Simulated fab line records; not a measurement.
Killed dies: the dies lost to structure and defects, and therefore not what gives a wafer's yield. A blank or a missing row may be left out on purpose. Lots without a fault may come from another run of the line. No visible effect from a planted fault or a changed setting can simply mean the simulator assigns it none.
fab line records -- flow ritCmos
[record] lots = 14, wafers = 42, lastDay = 8
route steps=202 shown PSD@150 M1@202
lots untouched by any fault: they come from a run of this same line in which no faults occurred
startH: hours from the record's opening day to when the first of the lot's shown wafers began -- waitH: time in hours since the lot's previous step -- " the same as in the row above -- L1.1+2: several wafers, shown together as one row -- - no value present, or no start provided -- * or withheld: withheld -- < > ~ a bound
route shown NAME@n: names a module that has steps shown in the file, with the first one's number in the route -- usual: average and standard deviation across the fault-free wafers -- same: alike in all rows -- chamber/n: place in a boat -- sites: readings site by site -- _std_site: the standard deviation of these -- _edge_site: mean of outer sites minus mean of inner sites -- radiusMm: how far each site lies from the wafer's centre -- mask NAME#n: copy n -- behind: the last tool/chamber to shape the wafer -- hold: cause of the lot's hold/its duration in hours/its outcome -- device: names the non-switching transistor (n, p or np) -- end of line: tests of these same wafers at the route's end -- a step given without rows: its recipe and nothing more -- killed: not the wafer's yield, but the dies lost to structure and defects at the first sort -- map: dies across one wafer; x = killed, . = not, _ = none there
set.NAME: the setting as run; set.NAME@STEP: as run at that earlier step -- model.NAME: the simulator's own value behind a step, which no gauge read
a sample of lots followed through the steps of the route, with each step as a table and each wafer as a row
services: the hour from which a tool's chamber was out of use, counted from the record's first day as startH (under 0 if before that day), plus the number of hours and why
[[steps]]
[step RIT_PSD_IMPLANT_08]
[recipe] species = BF2, energyKev = 27, doseCm2 = 5e+15, tiltDeg = 7
[usual] beamEnergyKeV = 27.002/0.0073
lot.wafer,tool,chamber,startH,waitH,beamEnergyKeV
L363.2,implanter-04,0,57.77,0.1,26.984
L363.3,implanter-04,0,57.77,0.1,26.987
L363.6,implanter-04,0,57.77,0.1,26.993
L364.2,implanter-03,0,63.11,0.1,26.995
L364.3,implanter-03,0,63.11,0.1,27.000
L364.6,implanter-03,0,63.11,0.1,27.001
L365.1,implanter-04,0,69.16,0.1,27.002
L365.2,implanter-04,0,69.16,0.1,27.004
L365.6,implanter-04,0,69.16,0.1,26.995
L365.1,implanter-04,0,69.48,0.3,27.010
L365.2,implanter-04,0,69.48,0.3,27.005
L365.6,implanter-04,0,69.48,0.3,27.000
L366.1,implanter-03,0,76.68,0.1,26.998
L366.4,implanter-03,0,76.68,0.1,27.009
L366.6,implanter-03,0,76.68,0.1,27.004
L369.2,implanter-03,0,88.76,0.1,27.012
L369.5,implanter-03,0,88.76,0.1,26.994
L369.6,implanter-03,0,88.76,0.1,27.010
L369.2,implanter-03,0,89.07,0.3,27.000
L369.5,implanter-03,0,89.07,0.3,27.012
L369.6,implanter-03,0,89.07,0.3,27.013
L371.3,implanter-04,0,100.52,0.1,26.999
L371.4,implanter-04,0,100.52,0.1,27.001
L371.6,implanter-04,0,100.52,0.1,26.991
L375.2,implanter-01,0,124.06,0.1,26.994
L375.3,implanter-01,0,124.06,0.1,26.983
L375.4,implanter-01,0,124.06,0.1,27.000
L377.1,implanter-01,0,131.87,0.1,27.005
L377.5,implanter-01,0,131.87,0.1,27.004
L377.6,implanter-01,0,131.87,0.1,27.001
L376.2,implanter-04,0,133.07,0.1,27.003
L376.5,implanter-04,0,133.07,0.1,26.995
L376.6,implanter-04,0,133.07,0.1,27.002
L379.2,implanter-04,0,147.06,0.1,27.009
L379.4,implanter-04,0,147.06,0.1,27.007
L379.5,implanter-04,0,147.06,0.1,27.006
L378.1,implanter-04,0,148.98,0.1,27.008
L378.3,implanter-04,0,148.98,0.1,27.008
L378.6,implanter-04,0,148.98,0.1,27.002
L382.3,implanter-04,0,165.09,0.1,26.993
L382.4,implanter-04,0,165.09,0.1,26.997
L382.5,implanter-04,0,165.09,0.1,26.990
L383.2,implanter-04,0,176.77,0.1,27.002
L383.3,implanter-04,0,176.77,0.1,27.007
L383.4,implanter-04,0,176.77,0.1,27.004
L384.1,implanter-01,0,183.08,0.1,27.010
L384.2,implanter-01,0,183.08,0.1,27.013
L384.6,implanter-01,0,183.08,0.1,27.007
[step RIT_PSD_TW_MEAS_10]
[usual] PSD_TW = 3440/36
lot.wafer,tool,chamber,startH,waitH,PSD_TW
L363.2,filmMetro-04,-,58.08,0.1,3417
L363.3,filmMetro-04,-,58.08,0.1,3397
L363.6,filmMetro-04,-,58.08,0.1,3395
L364.2,filmMetro-04,-,63.42,0.1,3416
L364.3,filmMetro-04,-,63.42,0.1,3402
L364.6,filmMetro-04,-,63.42,0.1,3424
L365.1,filmMetro-04,-,69.80,0.1,3576
L365.2,filmMetro-04,-,69.80,0.1,3556
L365.6,filmMetro-04,-,69.80,0.1,3582
L366.1,filmMetro-03,-,77.00,0.1,3478
L366.4,filmMetro-03,-,77.00,0.1,3488
L366.6,filmMetro-03,-,77.00,0.1,3482
L369.2,filmMetro-04,-,89.38,0.1,3573
L369.5,filmMetro-04,-,89.38,0.1,3568
L369.6,filmMetro-04,-,89.38,0.1,3566
L371.3,filmMetro-03,-,100.81,0.1,3472
L371.4,filmMetro-03,-,100.81,0.1,3479
L371.6,filmMetro-03,-,100.81,0.1,3466
L375.2,filmMetro-04,-,124.37,0.1,3415
L375.3,filmMetro-04,-,124.37,0.1,3408
L375.4,filmMetro-04,-,124.37,0.1,3423
L377.1,filmMetro-01,-,132.19,0.1,3406
L377.5,filmMetro-01,-,132.19,0.1,3410
L377.6,filmMetro-01,-,132.19,0.1,3412
L376.2,filmMetro-03,-,133.38,0.1,3501
L376.5,filmMetro-03,-,133.38,0.1,3502
L376.6,filmMetro-03,-,133.38,0.1,3502
L379.2,filmMetro-01,-,147.37,0.1,3414
L379.4,filmMetro-01,-,147.37,0.1,3407
L379.5,filmMetro-01,-,147.37,0.1,3421
L378.1,filmMetro-04,-,149.31,0.1,3402
L378.3,filmMetro-04,-,149.31,0.1,3404
L378.6,filmMetro-04,-,149.31,0.1,3407
L382.3,filmMetro-04,-,165.39,0.1,3410
L382.4,filmMetro-04,-,165.39,0.1,3408
L382.5,filmMetro-04,-,165.39,0.1,3407
L383.2,filmMetro-04,-,177.08,0.1,3414
L383.3,filmMetro-04,-,177.08,0.1,3430
L383.4,filmMetro-04,-,177.08,0.1,3434
L384.1,filmMetro-01,-,183.40,0.1,3428
L384.2,filmMetro-01,-,183.40,0.1,3419
L384.6,filmMetro-01,-,183.40,0.1,3414
[step RIT_SDANNEAL_RS_MEAS_04]
[recipe] thkMeasGauge = four-point-probe
[usual] PSD_RS = 115.97/0.28
lot.wafer,tool,chamber,startH,waitH,PSD_RS[ohm/sq]
L363.2,filmMetro-03,-,58.58,0.1,115.48
L363.3,filmMetro-03,-,58.58,0.1,115.70
L363.6,filmMetro-03,-,58.58,0.1,115.67
L364.2,filmMetro-03,-,63.92,0.1,115.98
L364.3,filmMetro-03,-,63.92,0.1,116.03
L364.6,filmMetro-03,-,63.92,0.1,116.22
L365.1,filmMetro-01,-,70.31,0.0,107.34
L365.2,filmMetro-01,-,70.31,0.0,107.75
L365.6,filmMetro-01,-,70.31,0.0,107.60
L366.1,filmMetro-01,-,77.50,0.0,115.87
L366.4,filmMetro-01,-,77.50,0.0,115.81
L366.6,filmMetro-01,-,77.50,0.0,115.71
L369.2,filmMetro-01,-,89.88,0.1,107.88
L369.5,filmMetro-01,-,89.88,0.1,107.56
L369.6,filmMetro-01,-,89.88,0.1,107.60
L371.3,filmMetro-04,-,101.33,0.1,115.86
L371.4,filmMetro-04,-,101.33,0.1,116.01
L371.6,filmMetro-04,-,101.33,0.1,115.39
L375.2,filmMetro-04,-,124.89,0.1,115.45
L375.3,filmMetro-04,-,124.89,0.1,115.81
L375.4,filmMetro-04,-,124.89,0.1,115.87
L377.1,filmMetro-03,-,132.68,0.0,116.00
L377.5,filmMetro-03,-,132.68,0.0,116.18
L377.6,filmMetro-03,-,132.68,0.0,116.12
L376.2,filmMetro-03,-,133.89,0.1,116.02
L376.5,filmMetro-03,-,133.89,0.1,115.97
L376.6,filmMetro-03,-,133.89,0.1,115.79
L379.2,filmMetro-01,-,147.86,0.1,115.73
L379.4,filmMetro-01,-,147.86,0.1,115.86
L379.5,filmMetro-01,-,147.86,0.1,115.82
L378.1,filmMetro-01,-,149.79,0.0,115.92
L378.3,filmMetro-01,-,149.79,0.0,116.35
L378.6,filmMetro-01,-,149.79,0.0,116.04
L382.3,filmMetro-01,-,165.89,0.1,116.08
L382.4,filmMetro-01,-,165.89,0.1,116.28
L382.5,filmMetro-01,-,165.89,0.1,116.06
L383.2,filmMetro-03,-,177.58,0.1,115.66
L383.3,filmMetro-03,-,177.58,0.1,115.76
L383.4,filmMetro-03,-,177.58,0.1,116.01
L384.1,filmMetro-01,-,183.90,0.0,116.16
L384.2,filmMetro-01,-,183.90,0.0,115.82
L384.6,filmMetro-01,-,183.90,0.0,116.33
[step RIT_M1_PROBE_99]
[usual] killed_at_M0_to_M3 = 0.0/0.083, killedAtContacts = 0.1/0.27, killedAtFrontEnd = 7/3.1, killedDies = 7/3.2, killedOpen = 3.8/2.1, killedShort = 3.6/2
[same] grossDies = 264, killed_at_M4_up = 0, killedAtBackSide = 0, killedAtOther = 0
lot.wafer,tool,chamber,startH,waitH,killed_at_M0_to_M3,killedAtContacts,killedAtFrontEnd,killedDies,killedOpen,killedShort
L365.1,prober-02,-,77.80,0.1,0,0,12,12,6,6
L365.2,prober-02,-,77.85,0.1,0,0,5,5,2,3
L365.6,prober-02,-,78.05,0.2,0,0,7,7,3,4
L369.2,prober-02,-,98.07,0.1,0,0,4,4,2,2
L369.5,prober-02,-,98.22,0.2,0,0,6,6,3,3
L369.6,prober-02,-,98.27,0.2,0,0,11,11,7,4
L376.2,prober-01,-,141.59,0.1,0,0,7,7,5,2
L376.5,prober-01,-,141.74,0.2,0,0,3,3,1,2
L376.6,prober-01,-,141.79,0.2,0,0,10,10,8,2
// killed by level:class
L365.1 SPACER:geometricParticle:short=5 GATE:geometricParticle:open=2 SPACER:geometricParticle:open=2 REOX:geometricParticle:open=1 REOX:geometricParticle:short=1 SILICIDE:geometricParticle:open=1
L365.2 FOX1:geometricParticle:short=1 FOX2:geometricParticle:short=1 GATE:geometricParticle:open=1 REOX:geometricParticle:short=1 SILICIDE:geometricParticle:open=1
L365.6 GATE:geometricParticle:open=2 SILICIDE:geometricParticle:short=2 FOX1:geometricParticle:short=1 FOX1:geometricParticle:open=1 REOX:geometricParticle:short=1
L369.2 GATE:geometricParticle:short=1 REOX:geometricParticle:open=1 SPACER:geometricParticle:open=1 SILICIDE:geometricParticle:short=1
L369.5 FOX1:geometricParticle:short=1 GATE:geometricParticle:open=1 REOX:geometricParticle:open=1 SPACER:geometricParticle:short=1 SPACER:geometricParticle:open=1 SILICIDE:geometricParticle:short=1
L369.6 GATE:geometricParticle:open=4 GATE:geometricParticle:short=3 SILICIDE:geometricParticle:open=2 REOX:geometricParticle:short=1 SPACER:geometricParticle:open=1
L376.2 SPACER:geometricParticle:open=2 FOX1:geometricParticle:open=1 FOX1:geometricParticle:short=1 GATE:geometricParticle:short=1 GATE:geometricParticle:open=1 SILICIDE:geometricParticle:open=1
L376.5 GATE:geometricParticle:open=1 REOX:geometricParticle:short=1 SPACER:geometricParticle:short=1
L376.6 GATE:geometricParticle:open=6 SPACER:geometricParticle:open=2 GATE:geometricParticle:short=1 SILICIDE:geometricParticle:short=1
[[services]]
tool,chamber,startH,hours,kind
implanter-01,-,88.52,3.7,pm
implanter-03,-,94.88,2.2,repair
implanter-03,-,112.20,2.0,pm
implanter-01,-,114.42,3.3,repair
implanter-03,-,122.91,56.3,pm
implanter-04,-,142.09,4.7,pm
implanter-01,-,146.74,3.3,pm
implanter-03,-,179.22,5.7,pm
[[key]]
[firstSign] step = RIT_PSD_IMPLANT_08, reading = visit, direction = added
[effect] step = RIT_PSD_TW_MEAS_10, reading = PSD_TW, direction = up, sigmas = 3.6, usual = 3440, struck = 3570
[effect] step = RIT_SDANNEAL_RS_MEAS_04, reading = PSD_RS, direction = down, sigmas = 30, usual = 115.97, struck = 107.62
metAt RIT_PSD_IMPLANT_08
struckLots L365,L369
testerLeftOut L365,L369
[fault] kind = repeatedStepWhole, tool = implanter-01,implanter-03,implanter-04, chamber = -, onsetH = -, steps = RIT_PSD_IMPLANT_08, times = 1, scope = struckLotsOnly
// testerLeftOut: of these lots the tester's yield and bins aren't shown, on N5 and GAA mostly nor the transistor test; their killed dies are dies lost to structure and defects alone, not to doping, threshold or leakage, so they don't give the yield
